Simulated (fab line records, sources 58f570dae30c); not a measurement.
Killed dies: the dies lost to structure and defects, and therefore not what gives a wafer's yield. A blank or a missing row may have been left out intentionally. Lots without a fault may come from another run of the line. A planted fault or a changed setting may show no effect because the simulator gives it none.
Problem report, 8D (eight disciplines) form, completed by code | flow berkeley-cmos170 | the parts of the form that need people (team, actions taken, sign-off) are left out

1. THE PROBLEM
Mean NLDD_OVL at UCB170_NLDD_OVL_MEAS_07: 327 nm over 12 wafers in 4 lots; fault-free wafers: 3 nm, standard deviation 5.9. That is +55 standard deviations from the usual mean.
The first sign was on wafer L301.3 at day 7 20:07, on overlay-02. At this step, 42 wafers from 14 lots have a number in the record. The rule behind "out" and "out of limits": a value lying over 4 standard deviations away from the usual mean. The other wafers with a number count as sound.

2. WHAT IT IS AND WHAT IT IS NOT
question                    | is                     | is not
which readings at this step | NLDD_OVL               | -
which lots                  | L301, L302, L303, L304 | L295, L296, L297, L308, L310, L311, L313, L314, L316, L318
which wafers of those lots  | all that have a number | -
read on which gauges        | overlay-01, overlay-02 | -
when                        | from day 7 20:07       | up to then (9 sound wafers); but 21 sound wafers of L308, L310, L311, L313, L314, L316, L318 came after

3. SUSPECTS, AND WHAT RULES EACH OUT
Counting: any tool at a process step up to the reading is kept as a suspect provided that every lot that is out went through it and no sound lot did after the first of them.
- the gauge at UCB170_NLDD_OVL_MEAS_07: ruled out. Those wafers that are out were read across 2 gauges (overlay-01, overlay-02).
- krf-scanner-02 at UCB170_NLDD_EXPOSE_03 (exposes mask NSELECT, target cd 1200 nm): kept. It ran every lot that is out, first L301 (day 7 19:32), and no sound lot after that; its last sound lot up to then is L296 (day 6 10:16).
The count leaves krf-scanner-02 at UCB170_NLDD_EXPOSE_03.

4. THE CAUSE (what the simulator had put in)
Scanner matching overlay: krf-scanner-02, from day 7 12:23 on, at UCB170_NLDD_EXPOSE_03. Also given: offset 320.
After counting, this tool was the only one left.

5. THE CHAIN OF EFFECTS, in route order
One row per reading whose mean, taken over the struck wafers that have a number, lies over 3 standard deviations from the usual. Readings are gone through only where the record gives a usual standard deviation; hours: the median, over the lots, of the time from a lot's start at the first step in this table giving one to that lot's start at this step; sigmas: the change measured in usual standard deviations.
hours | step                    | reading  | usual | on struck wafers | change | sigmas
0     | UCB170_NLDD_OVL_MEAS_07 | NLDD_OVL | 3 nm  | 327              | +324   | +55

6. WHAT WOULD HAVE CAUGHT IT SOONER
8 hours passed between the start of the fault at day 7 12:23 and the first reading out of limits at a measuring or inspecting step in this record, taken at day 7 20:07.
Of the lots that are out (4), L303, L304 began UCB170_NLDD_EXPOSE_03 on krf-scanner-02 after day 7 20:07. A hold on the tool at that time would have spared those 2.
